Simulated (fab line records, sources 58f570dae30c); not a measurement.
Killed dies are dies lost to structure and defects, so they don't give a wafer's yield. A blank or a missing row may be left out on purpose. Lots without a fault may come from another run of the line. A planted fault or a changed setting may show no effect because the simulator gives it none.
Split-lot experiment | flow berkeley_cmos170 | 5 lots, 23 wafers read, on a route of 331 steps

THE SPLIT
At UCB170_PFIELD_IMPLANT_07, the setting dose_cm2 was moved away from the recipe's 2e+13 on 7 of the 23 wafers read, by -6.1% to +2.6%. The other wafers ran this setting at the recipe's value.

FROM THE SPLIT TO THE READING: what the file shows between them, 1 step
- UCB170_PFIELD_STRIP_08: strips in O2

THE READING
PFIELD_TW, at UCB170_PFIELD_TW_MEAS_09. Fault-free wafers of this fab line usually give 599.3, standard deviation 2.3.

wafer  | tool, chamber at the split | dose_cm2 as run | against the recipe | PFIELD_TW | against lot-mates on the recipe
L075.1 | implanter-02, 0            | 2e+13           | recipe             | 600.2     | -
L075.2 | implanter-02, 0            | 2e+13           | recipe             | 600.2     | -
L075.4 | implanter-02, 0            | 2e+13           | recipe             | 600.6     | -
L074.2 | implanter-03, 0            | 2e+13           | recipe             | 599.2     | -
L074.3 | implanter-03, 0            | 2e+13           | recipe             | 598.6     | -
L074.4 | implanter-03, 0            | 2e+13           | recipe             | 599.6     | -
L074.5 | implanter-03, 0            | 2e+13           | recipe             | 600.7     | -
L074.6 | implanter-03, 0            | 2e+13           | recipe             | 595.8     | -
L080.1 | implanter-01, 0            | 2e+13           | recipe             | 599.3     | -
L080.2 | implanter-01, 0            | 1.891e+13       | -5.4%              | 587.5     | -10.8
L080.4 | implanter-01, 0            | 2e+13           | recipe             | 597.2     | -
L080.5 | implanter-01, 0            | 1.891e+13       | -5.4%              | 589.6     | -8.6
L080.6 | implanter-01, 0            | 1.891e+13       | -5.4%              | 591.6     | -6.6
L083.1 | implanter-02, 0            | 2.052e+13       | +2.6%              | 600.6     | +3.1
L083.3 | implanter-02, 0            | 2e+13           | recipe             | 599.6     | -
L083.4 | implanter-02, 0            | 2.052e+13       | +2.6%              | 601.9     | +4.4
L083.5 | implanter-02, 0            | 2e+13           | recipe             | 596.7     | -
L083.6 | implanter-02, 0            | 2e+13           | recipe             | 596.3     | -
L084.1 | implanter-01, 0            | 2e+13           | recipe             | 596.7     | -
L084.2 | implanter-01, 0            | 1.878e+13       | -6.1%              | 588.4     | -11.0
L084.3 | implanter-01, 0            | 1.878e+13       | -6.1%              | 587.7     | -11.7
L084.4 | implanter-01, 0            | 2e+13           | recipe             | 598.6     | -
L084.6 | implanter-01, 0            | 2e+13           | recipe             | 603.0     | -

THE FIT
A straight line over all 23 wafers: PFIELD_TW changes by +1.64 for each +1% of dose_cm2; r = +0.92; the points scatter about the line by 1.9.
The same after taking each lot's own level away (the mean of its wafers on the recipe; 23 wafers): +1.68 for each +1%; r = +0.94; scatter 1.6.
On that fit, the largest move of dose_cm2 shifts the reading by 10.
The lots' own levels span 597.53 to 600.33, that is 1.2 times the standard deviation above.
So the lot-to-lot level changes the slope little: the two slopes agree.
Check: with one of the wafers moved furthest among these (-6.1%) left out of the fit, the line predicts -10.2 for it against its lot-mates. It came out at -11 against them.

OTHER SPLITS ON THESE WAFERS
These wafers also went through other splits before the reading. Each is held against what the fit with the lots' levels taken away leaves over:
other split on the same wafers       | wafers away from the commonest value | r with PFIELD_TW (lot level and that fit taken away)
UCB170_START_OXIDATION_02 temp_c     | 18                                   | +0.03
UCB170_NWELL_OXIDATION_01 temp_c     | 15                                   | +0.00
UCB170_NWELL_PEB_10 peb_temp_c       | 10                                   | -0.32
UCB170_PWELL_CVD_05 temp_c           | 10                                   | +0.02
UCB170_WELLDRIVE_OXIDATION_01 temp_c | 18                                   | +0.06
UCB170_ACTIVE_CVD_05 pressure_mtorr  | 18                                   | -0.08

THE FILE'S OWN FIT
PFIELD_TW changes by +1.72 for each +1% of dose_cm2, r = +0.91.
